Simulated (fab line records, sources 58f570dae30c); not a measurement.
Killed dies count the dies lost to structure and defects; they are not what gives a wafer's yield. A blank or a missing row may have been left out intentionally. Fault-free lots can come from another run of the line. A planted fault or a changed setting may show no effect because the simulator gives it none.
Which tool is to blame? | flow berkeley_cmos170 | 14 lots with 42 wafers sampled at 6 steps, on a route of 331 steps

== WHAT THE GAUGES SHOWED, per wafer ==
UCB170_NSD_CD_MEAS_06: the cd target is 1200 nm.
lot  | measured     | on        | cd_nm (nm)
L999 | day 8 10:00  | cd_sem-02 | 1201.1 1203.5 1200.1
L998 | day 8 10:23  | cd_sem-01 | 1196.7 1199.7 1197.6
L102 | day 8 18:52  | cd_sem-01 | 1200.2 1198.1 1199.2
L101 | day 8 19:14  | cd_sem-01 | 1199.9 1199.8 1200.0
L103 | day 9 19:09  | cd_sem-02 | 1200.5 1199.5 1199.9
L111 | day 10 14:11 | cd_sem-02 | 1201.8 1200.4 1201.0
L105 | day 10 14:57 | cd_sem-01 | 1198.8 1199.3 1200.2
L112 | day 10 15:22 | cd_sem-02 | 1202.7 1203.8 1200.1
L114 | day 11 12:42 | cd_sem-01 | 1202.3 1202.3 1201.9
L113 | day 11 13:00 | cd_sem-01 | 1198.2 1198.5 1199.2
L116 | day 11 21:58 | cd_sem-02 | 1199.7 1201.3 1199.9
L117 | day 12 04:56 | cd_sem-01 | 1201.1 1200.5 1200.2
L120 | day 12 14:56 | cd_sem-01 | 1197.5 1197.5 1197.1
L118 | day 12 15:38 | cd_sem-02 | 1200.5 1200.8 1201.6

UCB170_SILICIDE_THK_MEAS_03: measures by xrf.
lot  | measured     | on            | SILICIDE_TI_THK (nm)
L999 | day 8 12:15  | film_metro-04 | 29.9 30.1 29.6
L998 | day 8 12:35  | film_metro-01 | 29.4 29.4 29.6
L102 | day 8 21:05  | film_metro-01 | 30.0 29.7 29.9
L101 | day 8 21:28  | film_metro-03 | 29.3 29.3 29.5
L103 | day 9 21:26  | film_metro-03 | 29.1 29.1 29.2
L111 | day 10 16:30 | film_metro-01 | 29.3 29.3 29.1
L105 | day 10 17:25 | film_metro-01 | 29.0 29.0 29.1
L112 | day 10 18:29 | film_metro-01 | 29.8 29.6 29.6
L114 | day 11 15:53 | film_metro-04 | 29.5 30.1 30.1
L113 | day 11 15:52 | film_metro-03 | 29.1 29.2 29.4
L116 | day 12 00:08 | film_metro-01 | 29.9 29.7 29.2
L117 | day 12 07:07 | film_metro-01 | 29.9 30.2 30.5
L120 | day 12 17:14 | film_metro-01 | 30.3 30.1 29.9
L118 | day 12 17:48 | film_metro-03 | 29.8 29.8 29.6

UCB170_M1_RS_MEAS_01: a four-point-probe measurement.
lot  | measured     | on            | M1_AL_RS (ohm/sq)
L999 | day 8 17:24  | film_metro-02 | 0.0485 0.0480 0.0479
L998 | day 8 18:09  | film_metro-03 | 0.0477 0.0478 0.0479
L102 | day 9 01:41  | film_metro-04 | 0.0482 0.0481 0.0481
L101 | day 9 03:50  | film_metro-03 | - - -
L103 | day 10 02:56 | film_metro-03 | - - -
L111 | day 10 21:50 | film_metro-04 | 0.0481 0.0478 0.0481
L105 | day 11 00:15 | film_metro-03 | 0.0482 0.0484 0.0479
L112 | day 11 02:10 | film_metro-04 | 0.0480 0.0484 0.0482
L114 | day 11 21:11 | film_metro-02 | 0.0483 0.0487 0.0479
L113 | day 11 21:27 | film_metro-04 | 0.0481 0.0484 0.0481
L116 | day 12 05:50 | film_metro-02 | 0.0491 0.0488 0.0492
L117 | day 12 14:37 | film_metro-04 | 0.0486 0.0481 0.0485
L120 | day 12 22:41 | film_metro-04 | 0.0489 0.0489 0.0488
L118 | day 12 23:55 | film_metro-03 | 0.0490 0.0491 0.0483

UCB170_M1_THK_MEAS_02: measures by xrf.
lot  | measured     | on            | M1_AL_THK (nm)
L999 | day 8 17:31  | film_metro-02 | 591 601 601
L998 | day 8 18:16  | film_metro-03 | 603 604 602
L102 | day 9 01:48  | film_metro-04 | 594 600 601
L101 | day 9 03:56  | film_metro-03 | <0 <0 <0
L103 | day 10 03:02 | film_metro-03 | <0 <0 <0
L111 | day 10 21:57 | film_metro-04 | 596 602 594
L105 | day 11 00:22 | film_metro-03 | 601 598 602
L112 | day 11 02:17 | film_metro-04 | 595 595 600
L114 | day 11 21:17 | film_metro-02 | 598 593 605
L113 | day 11 21:34 | film_metro-04 | 599 591 601
L116 | day 12 05:57 | film_metro-02 | 590 592 587
L117 | day 12 14:43 | film_metro-04 | 593 593 592
L120 | day 12 22:47 | film_metro-04 | 592 589 588
L118 | day 13 00:00 | film_metro-03 | 589 589 597

== WHAT TOOL EACH LOT RAN ON (gives the tool, then ch and the chambers of the sampled wafers, and finally the start) ==
lot  | UCB170_CONTACT_STRIP_06              | UCB170_M1_SPUTTER_00
L999 | plasma_asher-03 ch 0,1, day 8 14:52  | pvd_sputter-01, day 8 17:13
L998 | plasma_asher-03 ch 0,1, day 8 15:44  | pvd_sputter-02, day 8 18:04
L102 | plasma_asher-01 ch 0,1, day 8 23:43  | pvd_sputter-03, day 9 01:37
L101 | plasma_asher-03 ch 1, day 9 01:29    | pvd_sputter-02, day 9 03:44
L103 | plasma_asher-02 ch 0,1, day 10 00:05 | pvd_sputter-02, day 10 02:50
L111 | plasma_asher-02 ch 0,1, day 10 19:29 | pvd_sputter-02, day 10 21:46
L105 | plasma_asher-03 ch 0,1, day 10 21:19 | pvd_sputter-02, day 11 00:10
L112 | plasma_asher-02 ch 0, day 10 22:01   | pvd_sputter-03, day 11 02:07
L114 | plasma_asher-01 ch 0,1, day 11 18:46 | pvd_sputter-03, day 11 21:04
L113 | plasma_asher-02 ch 0,1, day 11 18:46 | pvd_sputter-02, day 11 21:23
L116 | plasma_asher-02 ch 0,1, day 12 03:38 | pvd_sputter-03, day 12 05:45
L117 | plasma_asher-01 ch 0,1, day 12 10:02 | pvd_sputter-03, day 12 14:31
L120 | plasma_asher-01 ch 0,1, day 12 19:52 | pvd_sputter-02, day 12 22:36
L118 | plasma_asher-01 ch 0,1, day 12 21:55 | pvd_sputter-03, day 12 23:47
- UCB170_CONTACT_STRIP_06: strips in O2.
- UCB170_M1_SPUTTER_00: material Al, target thk 600 nm, time 80 s.

== WHAT THE TOOLS THEMSELVES READ (means of the sampled wafers that have a number; where no wafer has one, the mark that the record gives instead) ==
UCB170_CONTACT_STRIP_06.
lot  | tool            | drypump_motor_current_A (A) | oes_product_au (a.u.) | strip_time_to_endpoint_s (s)
L999 | plasma_asher-03 | 5.6                         | 0.739                 | 21.95
L998 | plasma_asher-03 | 5.6                         | 0.727                 | 21.94
L102 | plasma_asher-01 | 6.0                         | 0.732                 | 22.00
L101 | plasma_asher-03 | 5.1                         | 0.737                 | 22.03
L103 | plasma_asher-02 | 6.0                         | 0.735                 | 21.94
L111 | plasma_asher-02 | 6.0                         | 0.733                 | 21.99
L105 | plasma_asher-03 | 5.6                         | 0.734                 | 21.94
L112 | plasma_asher-02 | 6.5                         | 0.733                 | 22.06
L114 | plasma_asher-01 | 6.0                         | 0.735                 | 21.96
L113 | plasma_asher-02 | 6.2                         | 0.732                 | 21.97
L116 | plasma_asher-02 | 6.2                         | 0.735                 | 21.93
L117 | plasma_asher-01 | 6.0                         | 0.733                 | 21.93
L120 | plasma_asher-01 | 5.7                         | 0.736                 | 21.96
L118 | plasma_asher-01 | 6.1                         | 0.734                 | 21.99

UCB170_M1_SPUTTER_00.
lot  | tool           | cathode_dc_power_W (W) | chamber_pressure_pa (Pa) | throttle_valve_pct (%)
L999 | pvd_sputter-01 | 5999.6                 | 0.5004                   | 28.8
L998 | pvd_sputter-02 | 6000.5                 | 0.5007                   | 30.8
L102 | pvd_sputter-03 | 6000.9                 | 0.4999                   | 30.4
L101 | pvd_sputter-02 | -                      | -                        | -
L103 | pvd_sputter-02 | -                      | -                        | -
L111 | pvd_sputter-02 | 6000.8                 | 0.4997                   | 30.3
L105 | pvd_sputter-02 | 5998.8                 | 0.4987                   | 30.8
L112 | pvd_sputter-03 | 6000.2                 | 0.5003                   | 30.5
L114 | pvd_sputter-03 | 6000.8                 | 0.5006                   | 30.8
L113 | pvd_sputter-02 | 6000.6                 | 0.5005                   | 30.1
L116 | pvd_sputter-03 | 6000.0                 | 0.4995                   | 30.2
L117 | pvd_sputter-03 | 6000.4                 | 0.5003                   | 29.8
L120 | pvd_sputter-02 | 5998.8                 | 0.5001                   | 29.9
L118 | pvd_sputter-03 | 5999.2                 | 0.4997                   | 29.9

== THE ANSWER, worked out from the rows above alone ==
Rule: usual is defined by the lots themselves. Put in order of their means at a reading, lots are off if they are a third of the lots or fewer, leave a main group of 4 or more, and stand apart from it by a gap of 3 or more times the standard deviation of the main group's means; of several such gaps the widest counts. The tables above print the reading to a certain number of digits; a main group whose means all agree to those digits is not used. Also off: a lot with no number at a reading for which 4 or more lots have one. All remaining lots with rows at the step are treated as sound. First the gauges in route order, then the tools' own readings, where a lot's mean is used as printed above. The first step at which some lot is off is used, and at that step the reading that is off furthest; a lot without a number counts as furthest.
Off: L101, L103, seen at UCB170_M1_RS_MEAS_01 (M1_AL_RS). Without a number there: L101, L103. Main group: mean 0.0483 ohm/sq, sd 0.00036.
If a tool, at a process step before that reading, ran all the lots that are off and no sound lot after the first of them, it fits. Not tried: the gauges at UCB170_M1_RS_MEAS_01; whatever is off there is also off at UCB170_M1_SPUTTER_00, on other tools, and gauge error can't account for it. Not one of the candidates tried fits.

== WHAT THE SIMULATOR PUT IN ==
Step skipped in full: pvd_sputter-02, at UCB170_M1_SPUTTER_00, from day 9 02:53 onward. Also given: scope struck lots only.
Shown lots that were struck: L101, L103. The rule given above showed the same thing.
